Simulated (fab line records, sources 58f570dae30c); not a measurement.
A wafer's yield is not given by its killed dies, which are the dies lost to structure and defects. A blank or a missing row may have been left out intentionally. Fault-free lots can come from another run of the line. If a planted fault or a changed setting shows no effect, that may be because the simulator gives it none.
A struck lot beside a sound one	flow berkeleyCmos170	44 out of 331 route steps
Sound: wafers L540.1, L540.3, L540.6. Struck: wafers L545.2, L545.5, L545.6. The cause is given at the end.
Each step with rows lists, per side, the tool, then ch with its chambers, then its first start. Under that, the readings that differ: sound wafers	struck wafers	difference of the means	sigmas: that difference in standard deviations of wafers without a fault.
alike: readings with means less than 2 such deviations apart, plus words and numbers identical on both sides. not compared: withheld readings, readings lacking a value on some wafer, bounds such as >300 that could conceal the same value, and numbers that have no deviation in the record and whose values overlap.
The two part at a step that has a row with sigmas, a row that says differs or no value, or rows on one side only. Numbers that don't overlap but have no deviation are shown without sigmas and don't part them. A reading missing from all wafers of one side parts the sides only when that side holds two or more wafers.

UCB170_PLDD_STRIP_10: strips in O2.
  sound on plasmaAsher-02 ch 0,1, day 9 10:51; struck on plasmaAsher-01 ch 0,1, day 9 22:14
reading	sound	struck	difference	sigmas
stripTimeToEndpointS (s)	21.71 21.76 21.73	21.62 21.57 21.57	-0.15	-2
  alike: drypumpMotorCurrentA, oesProductAu
  not compared: rfHoursCounterH
UCB170_PLDD_TW_MEAS_11:
  sound: filmMetro-04 at day 9 10:57; struck: filmMetro-02 at day 9 22:21
  alike: PLDD_TW
then, 7 steps without rows for these wafers: UCB170_PLDD_CLEAN_12 (cleans in SPM, time 600 s); UCB170_NLDD_HMDS_00 (prime time 60 s); UCB170_NLDD_COAT_01 (resist thk 900 nm); UCB170_NLDD_SOFTBAKE_02 (time 60 s); UCB170_NLDD_EXPOSE_03 (exposes mask NSELECT, target cd 1200 nm); UCB170_NLDD_PEB_04; UCB170_NLDD_DEVELOP_05 (develop time 45 s).
UCB170_NLDD_CD_MEAS_06: target cd 1200 nm.
  sound: cdSem-02 at day 9 12:10; struck: cdSem-01 at day 10 00:43
  alike: cdNm
UCB170_NLDD_OVL_MEAS_07:
  sound: overlay-02 at day 9 12:17; struck: overlay-02 at day 10 00:50
  alike: NLDD_OVL
then, 1 step without rows for these wafers: UCB170_NLDD_IMPLANT_08.
UCB170_NLDD_IMPLANT_09:
  sound on implanter-03 ch 0, day 9 12:28; struck on implanter-03 ch 0, day 10 01:02
reading	sound	struck	difference	sigmas
doseIonsCm2	5.01e+13 5e+13 5.002e+13	7.313e+13 7.318e+13 7.317e+13	+2.312e+13	+99 or more
faradayCurrentUA	161 161 159	233 226 227	+68	+23
UCB170_NLDD_STRIP_10: strips in O2.
  sound on plasmaAsher-04 ch 0, day 9 12:37; struck on plasmaAsher-01 ch 0,1, day 10 01:10
  alike: drypumpMotorCurrentA, oesProductAu, stripTimeToEndpointS
  not compared: rfHoursCounterH
UCB170_NLDD_TW_MEAS_11:
  sound: filmMetro-02 at day 9 12:43; struck: filmMetro-03 at day 10 01:18
reading	sound	struck	difference	sigmas
NLDD_TW	2215 2200 2215	2353 2345 2344	+137	+12
then, 1 step without rows for these wafers: UCB170_NLDD_CLEAN_12 (cleans in SPM, time 600 s).
UCB170_SPACER_CVD_00: deposits SiO2 from TEOS/O2, target thk 376 nm, time 47 s.
  sound on pecvd-03 ch 0,2, day 9 13:00; struck on pecvd-03 ch 0,1,2, day 10 01:47
  alike: heaterPowerW
UCB170_SPACER_THK_MEAS_01:
  sound: filmMetro-03 at day 9 13:02; struck: filmMetro-04 at day 10 01:50
  alike: SPACER_TEOS_THK
then, 1 step without rows for these wafers: UCB170_SPACER_ANNEAL_02 (time 1800 s).
UCB170_SPACER_ETCHBACK_03: etches SiO2 in CHF3/CF4/Ar, stops on Si, target depth 376 nm, time 100 s.
  sound on rieDiel-03 ch 1,2,3, day 9 17:50; struck on rieDiel-01 ch 0,3, day 10 05:38
  alike: drypumpMotorCurrentA, mfcArSccm, oesProductAu, throttleValvePct
  not compared: rfHoursCounterH
then, 6 steps without rows for these wafers: UCB170_PSD_HMDS_00 (prime time 60 s); UCB170_PSD_COAT_01 (resist thk 900 nm); UCB170_PSD_SOFTBAKE_02 (time 60 s); UCB170_PSD_EXPOSE_03 (exposes mask PSELECT MOD, target cd 1200 nm); UCB170_PSD_PEB_04; UCB170_PSD_DEVELOP_05 (develop time 45 s).
UCB170_PSD_CD_MEAS_06: target cd 1200 nm.
  sound: cdSem-01 at day 9 19:54; struck: cdSem-01 at day 10 07:19
  alike: cdNm
UCB170_PSD_OVL_MEAS_07:
  sound: overlay-01 at day 9 20:01; struck: overlay-01 at day 10 07:25
  alike: PSD_OVL
then, 2 steps without rows for these wafers: UCB170_PSD_IMPLANT_08; UCB170_PSD_STRIP_09 (strips in O2).
UCB170_PSD_TW_MEAS_10:
  sound: filmMetro-03 at day 9 20:18; struck: filmMetro-02 at day 10 07:43
  alike: PSD_TW
then, 7 steps without rows for these wafers: UCB170_PSD_CLEAN_11 (cleans in SPM, time 600 s); UCB170_NSD_HMDS_00 (prime time 60 s); UCB170_NSD_COAT_01 (resist thk 900 nm); UCB170_NSD_SOFTBAKE_02 (time 60 s); UCB170_NSD_EXPOSE_03 (exposes mask NSELECT MOD, target cd 1200 nm); UCB170_NSD_PEB_04; UCB170_NSD_DEVELOP_05 (develop time 45 s).
UCB170_NSD_CD_MEAS_06: target cd 1200 nm.
  sound: cdSem-01 at day 9 22:04; struck: cdSem-01 at day 10 09:04
  alike: cdNm
UCB170_NSD_OVL_MEAS_07:
  sound: overlay-02 at day 9 22:11; struck: overlay-02 at day 10 09:11
  alike: NSD_OVL
then, 1 step without rows for these wafers: UCB170_NSD_IMPLANT_08.
UCB170_NSD_STRIP_09: strips in O2.
  sound on plasmaAsher-04 ch 0,1, day 9 22:22; struck on plasmaAsher-03 ch 0,1, day 10 09:22
reading	sound	struck	difference	sigmas
drypumpMotorCurrentA (A)	5.94 5.01 5.01	6.09 6.08 5.70	+0.64	+2
  alike: oesProductAu, stripTimeToEndpointS
  not compared: rfHoursCounterH
UCB170_SDANNEAL_RS_MEAS_05: uses a four-point probe to measure.
  sound: filmMetro-04 at day 10 00:55; struck: filmMetro-03 at day 10 10:55
reading	sound	struck	difference	sigmas
NLDD_RS (ohm/sq)	616.2 615.3 615.7	534.9 535.0 535.1	-80.7	-62
UCB170_M3_PROBE_99:
  sound: prober-01 at day 11 01:05; struck: prober-01 at day 11 12:20
reading	sound	struck	difference	sigmas
model.etest.nldd.lineOhmUm	1260	1085 1089 1072	-178	
model.etest.nldd.rsOhmSq	777.9	664.4 659.6 662.9	-115.6	
model.etest.nmos_0p6.rOnOhmUm	2330	2235 2232 2278	-82	
model.etest.nmos_0p35.rOnOhmUm	1484	1407 1423 1433	-63	
model.etest.nmos_0p35.overlapFfUm	0.2652	0.2802 0.2857 0.2819	+0.0174	
model.etest.nmosTurned.overlapFfUm	0.2791	0.288 0.2938 0.2904	+0.012	

## WHERE THEY PART
First at UCB170_PLDD_STRIP_10; last, within this record, at UCB170_SDANNEAL_RS_MEAS_05.

WHY: the cause the simulator had injected
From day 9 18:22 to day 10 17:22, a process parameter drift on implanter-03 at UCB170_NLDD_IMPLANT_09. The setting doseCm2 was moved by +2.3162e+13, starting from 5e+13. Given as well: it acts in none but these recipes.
